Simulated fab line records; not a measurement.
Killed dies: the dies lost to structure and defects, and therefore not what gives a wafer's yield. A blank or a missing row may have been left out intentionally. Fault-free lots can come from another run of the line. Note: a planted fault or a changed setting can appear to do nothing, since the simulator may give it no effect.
Which tool was responsible? ; flow rit-cmos ; Sampling: 14 lots, 42 wafers, 6 of 202 route steps

## WHAT THE GAUGES SHOWED, per wafer
RIT_NRETRO_OVL_MEAS_06.
lot;measured;on;NRETRO_OVL (nm)
L183;day 2 05:02;overlay-01;3.1 2.0 2.8
L184;day 2 09:58;overlay-02;2.2 -0.4 2.4
L185;day 2 14:45;overlay-01;4.6 1.3 2.2
L186;day 2 20:55;overlay-02;0.8 1.4 2.1
L187;day 3 02:20;overlay-01;-2.1 -1.5 0.3
L191;day 3 22:05;overlay-02;2.8 1.5 -0.4
L192;day 4 02:13;overlay-01;0.8 1.6 2.1
L193;day 4 08:29;overlay-02;-0.8 -0.2 1.3
L195;day 4 17:25;overlay-02;-2.2 0.3 0.9
L197;day 5 03:02;overlay-02;1.1 0.2 -0.4
L198;day 5 09:22;overlay-01;1.4 1.1 -0.3
L200;day 5 18:43;overlay-01;1.2 1.8 0.9
L201;day 5 23:53;overlay-02;2.1 3.4 1.4
L203;day 6 14:03;overlay-01;3.4 2.0 2.9

RIT_GATE_THK_MEAS_09.
lot;measured;on;GATE_POLY_THK (nm)
L183;day 2 11:07;film-metro-01;246.5 248.9 249.5
L184;day 2 16:03;film-metro-04;248.1 248.8 248.9
L185;day 2 22:29;film-metro-03;252.5 249.4 251.8
L186;day 3 03:19;film-metro-01;249.3 250.2 251.5
L187;day 3 09:19;film-metro-01;252.0 250.8 251.0
L191;day 4 04:19;film-metro-04;253.0 251.5 250.3
L192;day 4 08:04;film-metro-03;244.5 243.1 247.7
L193;day 4 14:19;film-metro-04;250.1 248.9 250.0
L195;day 4 23:38;film-metro-04;251.4 251.0 249.3
L197;day 5 11:20;film-metro-01;249.3 252.5 251.6
L198;day 5 15:37;film-metro-03;251.0 251.1 251.6
L200;day 6 02:08;film-metro-01;248.1 250.3 247.8
L201;day 6 07:53;film-metro-03;248.8 248.8 251.6
L203;day 6 22:16;film-metro-01;250.3 251.5 250.3

RIT_REOX_THK_MEAS_04.
lot;measured;on;REOX_OXIDE_THK (nm)
L183;day 2 16:31;film-metro-02;26.5 26.1 26.3
L184;day 2 20:37;film-metro-03;25.7 25.7 25.8
L185;day 3 03:38;film-metro-02;25.5 25.7 25.4
L186;day 3 08:54;film-metro-04;26.5 26.2 26.6
L187;day 3 14:05;film-metro-04;25.3 24.8 24.9
L191;day 4 08:56;film-metro-03;24.9 25.6 25.3
L192;day 4 12:44;film-metro-02;24.8 24.8 24.8
L193;day 4 19:01;film-metro-03;25.0 25.0 24.7
L195;day 5 04:30;film-metro-04;25.6 25.6 25.6
L197;day 5 16:03;film-metro-02;24.8 24.7 24.9
L198;day 5 21:25;film-metro-04;25.0 25.2 24.9
L200;day 6 07:52;film-metro-04;25.3 25.5 25.4
L201;day 6 14:41;film-metro-02;24.9 24.8 24.8
L203;day 7 05:10;film-metro-02;24.6 25.0 25.0

RIT_PLDD_TW_MEAS_10.
lot;measured;on;PLDD_TW
L183;day 2 19:22;film-metro-03;2342 2348 2354
L184;day 2 23:31;film-metro-02;2385 2395 2395
L185;day 3 06:46;film-metro-02;2384 2389 2384
L186;day 3 11:59;film-metro-01;2322 2316 2311
L187;day 3 17:04;film-metro-02;2393 2383 2387
L191;day 4 11:54;film-metro-03;2110 2107 2112
L192;day 4 15:44;film-metro-03;2107 2111 2103
L193;day 4 22:19;film-metro-02;2373 2365 2383
L195;day 5 07:36;film-metro-01;2327 2317 2321
L197;day 5 19:08;film-metro-02;2375 2374 2377
L198;day 6 00:34;film-metro-02;2361 2360 2357
L200;day 6 10:59;film-metro-02;2362 2352 2371
L201;day 6 17:40;film-metro-01;2339 2313 2331
L203;day 7 08:08;film-metro-01;2327 2309 2314

RIT_SDANNEAL_RS_MEAS_06: a four-point-probe measurement.
lot;measured;on;PLDD_RS (ohm/sq)
L183;day 3 01:41;film-metro-02;178.0 178.6 179.0
L184;day 3 07:20;film-metro-01;178.5 178.7 177.7
L185;day 3 13:22;film-metro-03;178.8 178.0 178.0
L186;day 3 18:07;film-metro-01;178.9 178.4 179.6
L187;day 4 00:41;film-metro-03;179.0 178.6 178.7
L191;day 4 18:09;film-metro-03;222.4 222.6 222.7
L192;day 4 22:17;film-metro-01;223.0 223.2 222.3
L193;day 5 04:28;film-metro-03;178.2 178.6 177.8
L195;day 5 13:54;film-metro-01;178.9 178.9 178.8
L197;day 6 01:40;film-metro-03;178.4 178.3 178.5
L198;day 6 07:52;film-metro-02;178.9 178.4 178.8
L200;day 6 17:19;film-metro-02;177.3 177.5 177.4
L201;day 7 00:22;film-metro-03;178.4 178.4 178.3
L203;day 7 14:31;film-metro-03;178.4 178.8 178.4

## EACH LOT AND THE TOOL THAT RAN IT (in order: tool; ch and the chambers of the sampled wafers; start)
lot;RIT_PLDD_IMPLANT_08
L183;implanter-04 ch 0, day 2 19:03
L184;implanter-02 ch 0, day 2 23:11
L185;implanter-01 ch 0, day 3 06:26
L186;implanter-04 ch 0, day 3 11:40
L187;implanter-02 ch 0, day 3 16:44
L191;implanter-01 ch 0, day 4 11:34
L192;implanter-01 ch 0, day 4 15:24
L193;implanter-04 ch 0, day 4 21:59
L195;implanter-02 ch 0, day 5 07:16
L197;implanter-02 ch 0, day 5 18:51
L198;implanter-02 ch 0, day 6 00:16
L200;implanter-02 ch 0, day 6 10:40
L201;implanter-02 ch 0, day 6 17:21
L203;implanter-02 ch 0, day 7 07:49
- RIT_PLDD_IMPLANT_08

## WHAT THE TOOLS THEMSELVES READ (means of the sampled wafers that have a number; where no wafer has one, the mark that the record gives instead)
RIT_PLDD_IMPLANT_08.
lot;tool;dose-ions-cm2;faraday-current-uA
L183;implanter-04;9e+14;2824
L184;implanter-02;9e+14;2843
L185;implanter-01;9e+14;2815
L186;implanter-04;9e+14;2859
L187;implanter-02;9e+14;2903
L191;implanter-01;6e+14;1932
L192;implanter-01;6e+14;1910
L193;implanter-04;9e+14;2822
L195;implanter-02;9e+14;2828
L197;implanter-02;9e+14;2790
L198;implanter-02;9e+14;2805
L200;implanter-02;9e+14;2826
L201;implanter-02;9e+14;2892
L203;implanter-02;9e+14;2780

## THE ANSWER, worked out from the rows above alone
Rule: what is usual is taken from the lots themselves. Put in order of their means at a reading, lots are off if they are a third of the lots or fewer, leave a main group of 4 or more, and stand apart from it by a gap of 3 or more times the standard deviation of the main group's means; of several such gaps the widest counts. The tables above print the reading to a certain number of digits; a main group whose means all agree to those digits is not used. Also off: a lot with no number at a reading for which 4 or more lots have one. All remaining lots with rows at the step are treated as sound. First the gauges in route order, then the tools' own readings, where a lot's mean is used as printed above. The first step at which some lot is off is used, and at that step the reading that is off furthest; a lot without a number counts as furthest.
Off: L191, L192, at RIT_PLDD_TW_MEAS_10 (PLDD_TW). For the main group the mean is 2355 and the standard deviation 27.
A tool fits if, at a process step before that reading, it ran every lot that is off, and no sound lot after the first of them. The gauges at RIT_PLDD_TW_MEAS_10 aren't tried: what is off there is off at RIT_PLDD_IMPLANT_08 too, on other tools, and a gauge's error can't cause that. One candidate fits, namely implanter-01 at RIT_PLDD_IMPLANT_08. A fault onset in the window from L185 (day 3 06:26, its last sound lot) to L191 (day 4 11:34, its first lot off) fits.
The tool's own readings at RIT_PLDD_IMPLANT_08 bear it out: on the lots that are off they differ by more than 5 times the standard deviation of the sound lots' means. dose-ions-cm2 reads 6e+14 there against 9e+14 on the sound lots; faraday-current-uA reads 1921 there against 2832 on the sound lots.

## WHAT THE SIMULATOR HAD INSERTED
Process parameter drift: implanter-01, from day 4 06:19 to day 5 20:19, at RIT_PLDD_IMPLANT_08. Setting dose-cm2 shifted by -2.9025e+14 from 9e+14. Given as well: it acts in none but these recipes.
Struck lots among those shown: L191, L192. The rule given above showed the same thing.
